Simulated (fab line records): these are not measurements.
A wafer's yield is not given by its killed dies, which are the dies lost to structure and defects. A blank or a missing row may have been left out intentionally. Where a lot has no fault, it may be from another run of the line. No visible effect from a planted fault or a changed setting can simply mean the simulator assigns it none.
Struck lot and sound lot, side by side | flow rit-cmos | 18 steps out of a route of 202
Sound: these wafers, L570.1, L570.4, L570.6. Wafers struck: L565.2, L565.4, L565.6. The cause is named last.
For every step that has rows: the tool of each side, followed by ch and its chambers, followed by its first start. Under that, the readings that differ: sound wafers | struck wafers | difference of the means | sigmas: that difference in standard deviations of wafers without a fault.
alike: a reading whose means differ by less than 2 such deviations, as well as words and numbers matching on both sides. not compared: withheld readings; readings where some wafer has no value; bounds like >300 that might hide an equal value; numbers whose values overlap and for which the record gives no deviation.
A row with sigmas, a row that says differs or no value, or rows on one side alone: a step with any of these is where the two part. Non-overlapping numbers with no deviation appear without sigmas and do not part them. A reading that every wafer of one side lacks parts them only if that side has two wafers or more.

first, 1 step without rows for these wafers: RIT_PWELL_DEVELOP_05 (develop time 68 s).
RIT_PWELL_OVL_MEAS_06:
  sound on overlay-02 at day 6 04:13; struck on overlay-02 at day 5 06:35
  alike: PWELL_OVL
then, 2 steps without rows for these wafers: RIT_PWELL_HARDBAKE_07 (time 120 s); RIT_PWELL_IMPLANT_08.
RIT_PWELL_STRIP_09: strips in O2, time 180 s.
  sound on plasma-asher-03 ch 0, day 6 04:49; struck on plasma-asher-04 ch 0, day 5 07:14
  alike: drypump-motor-current-A
  not compared: rf-hours-counter-h
RIT_PWELL_TW_MEAS_10:
  sound on film-metro-03 at day 6 05:00; struck on film-metro-01 at day 5 07:25
  alike: PWELL_TW
then, 1 step without rows for these wafers: RIT_WELLDRIVE_ANNEAL_00 (time 14700 s).
RIT_WELLDRIVE_RS_MEAS_01: the measuring method here is four-point-probe.
  sound on film-metro-02 at day 6 11:39; struck on film-metro-03 at day 5 12:34
  alike: NWELL_RS
RIT_WELLDRIVE_RS_MEAS_02: the measuring method here is four-point-probe.
  sound on film-metro-02 at day 6 11:46; struck on film-metro-03 at day 5 12:41
  alike: PWELL_RS
then, 3 steps without rows for these wafers: RIT_NRETRO_HMDS_00 (prime time 60 s); RIT_NRETRO_COAT_01 (resist thk 1300 nm); RIT_NRETRO_SOFTBAKE_02 (time 60 s).
RIT_NRETRO_EXPOSE_03: exposes mask M4, target cd 43900 nm.
  sound on iline-stepper-01 ch 0, day 6 12:20; struck on iline-stepper-02 ch 0, day 5 13:18
  reading                        | sound             | struck            | difference | sigmas
  model.NRETRO.overlay-x-nm (nm) | 2.184 2.184 2.184 | 420.4 420.4 420.4 | +418.2     |
  alike: mask
then, 2 steps without rows for these wafers: RIT_NRETRO_PEB_04; RIT_NRETRO_DEVELOP_05 (develop time 68 s).
RIT_NRETRO_OVL_MEAS_06:
  sound on overlay-02 at day 6 12:46; struck on overlay-01 at day 5 13:43
  reading         | sound       | struck            | difference | sigmas
  NRETRO_OVL (nm) | 1.3 0.7 0.5 | 420.0 417.9 418.3 | +417.9     | +99 or more
then, 1 step without rows for these wafers: RIT_NRETRO_HARDBAKE_07 (time 120 s).
RIT_M1_PROBE_99:
  sound on prober-01 at day 8 11:54; struck on prober-02 at day 6 20:07
  reading                                    | sound                | struck               | difference | sigmas
  model.etest.well-edge-left.line-ohm-um     | 186.6 183.9 182.3    | 189 189.8 188        | +5         |
  model.etest.retro-edge-pmos.off-log10-a-um | -10.56 -10.05 -10.23 | -7.163 -7.151 -7.133 | +3.131     |
  model.etest.retro-edge-nmos.off-log10-a-um | -10.37 -10.12 -10.24 | -7.274 -7.004 -7.29  | +3.054     |
  alike: killed-at-contacts, killed-at-front-end, killed-dies, killed-open, killed-short

## WHERE THEY PART
RIT_NRETRO_OVL_MEAS_06 only, going by this record. Later steps at which nothing parts them and some readings are alike: RIT_M1_PROBE_99.

WHY: the cause the simulator had injected
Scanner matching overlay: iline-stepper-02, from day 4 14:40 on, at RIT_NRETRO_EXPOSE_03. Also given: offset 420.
